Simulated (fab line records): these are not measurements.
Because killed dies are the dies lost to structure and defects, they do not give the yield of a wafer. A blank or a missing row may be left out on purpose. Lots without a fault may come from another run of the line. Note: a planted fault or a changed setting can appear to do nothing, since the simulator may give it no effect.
Comparing a struck lot with a sound one	flow berkeley cmos170	17 steps out of a route of 331
Sound: these wafers, L547.1, L547.2, L547.3. Wafers struck: L552.1, L552.2, L552.5. The cause is named last.
Per side, at each step with rows, come the tool, then ch with its chambers, and then its first start. Under that, the readings that differ: sound wafers	struck wafers	difference of the means	sigmas: that difference in standard deviations of wafers without a fault.
alike: readings whose means differ by less than 2 such deviations, and words and numbers that are the same on both sides. not compared: withheld readings, readings that some wafer has no value for, bounds like >300 that may hide the same value, and numbers for which the record gives no deviation and whose values overlap.
The two part at a step that has a row with sigmas, a row that says differs or no value, or rows on one side only. Non-overlapping numbers with no deviation appear without sigmas and do not part them. A reading that every wafer of one side lacks parts them only if that side has two wafers or more.

UCB170_NWELL_THK_MEAS_02:
  sound on film metro-04, day 2 16:02; struck on film metro-04, day 3 09:56
  alike: NWELL_OXIDE_THK
then, 2 steps without rows for these wafers: UCB170_NWELL_ANNEAL_03 (time 900 s); UCB170_NWELL_CVD_04 (deposits Si3N4 from SiH2Cl2/NH3, target thk 224 nm, time 3360 s).
UCB170_NWELL_THK_MEAS_05:
  sound on film metro-01, day 2 19:50; struck on film metro-03, day 3 19:17
  alike: NWELL_NITRIDE_THK
then, 6 steps without rows for these wafers: UCB170_NWELL_HMDS_06 (prime time 60 s); UCB170_NWELL_COAT_07 (resist thk 900 nm); UCB170_NWELL_SOFTBAKE_08 (time 60 s); UCB170_NWELL_EXPOSE_09 (exposes mask NWELL, target cd 3000 nm); UCB170_NWELL_PEB_10; UCB170_NWELL_DEVELOP_11 (develop time 45 s).
UCB170_NWELL_OVL_MEAS_12:
  sound on overlay-01, day 2 21:24; struck on overlay-02, day 3 22:26
  alike: NWELL_OVL
UCB170_NWELL_ETCH_13: etches Si3N4 in CH3F/Ar/O2, stops on SiO2, target depth 246.4 nm, time 154 s.
  sound on rie diel-04 ch 0,1,2, day 2 21:26; struck on rie diel-03 ch 0,2,3, day 3 22:28
  alike: drypump motor current A, oes product au, throttle valve pct
  not compared: rf hours counter h
UCB170_NWELL_IMPLANT_14:
  sound on implanter-02 ch 0, day 2 21:32; struck on implanter-03 ch 0, day 3 22:34
reading	sound	struck	difference	sigmas
implant ion amu	31 31 31	11 11 11	-20	
model.implant.rp nm (nm)	185.7 185.7 185.7	422.9 422.9 422.9	+237.2	
model.implant.drp nm (nm)	62.72 62.72 62.72	97.97 97.97 97.97	+35.25	
UCB170_NWELL_STRIP_15: strips in O2.
  sound on plasma asher-03 ch 0,1, day 2 21:41; struck on plasma asher-02 ch 0,1, day 3 22:43
  alike: drypump motor current A, oes product au, strip time to endpoint s
  not compared: rf hours counter h
UCB170_NWELL_TW_MEAS_16:
  sound on film metro-04, day 2 21:47; struck on film metro-01, day 3 23:02
reading	sound	struck	difference	sigmas
NWELL_TW	1273 1263 1271	509 507 507	-761	-45
  not compared: hold
then, 1 step without rows for these wafers: UCB170_NWELL_CLEAN_17 (cleans in SPM, time 600 s).
UCB170_M3_PROBE_99:
  rows exist in the record for the sound wafers here (prober-02, day 9 05:46), none for the struck ones

== WHERE THEY PART ==
Earliest at UCB170_NWELL_TW_MEAS_16; latest, in this record, at UCB170_M3_PROBE_99.

WHY: the cause the simulator had injected
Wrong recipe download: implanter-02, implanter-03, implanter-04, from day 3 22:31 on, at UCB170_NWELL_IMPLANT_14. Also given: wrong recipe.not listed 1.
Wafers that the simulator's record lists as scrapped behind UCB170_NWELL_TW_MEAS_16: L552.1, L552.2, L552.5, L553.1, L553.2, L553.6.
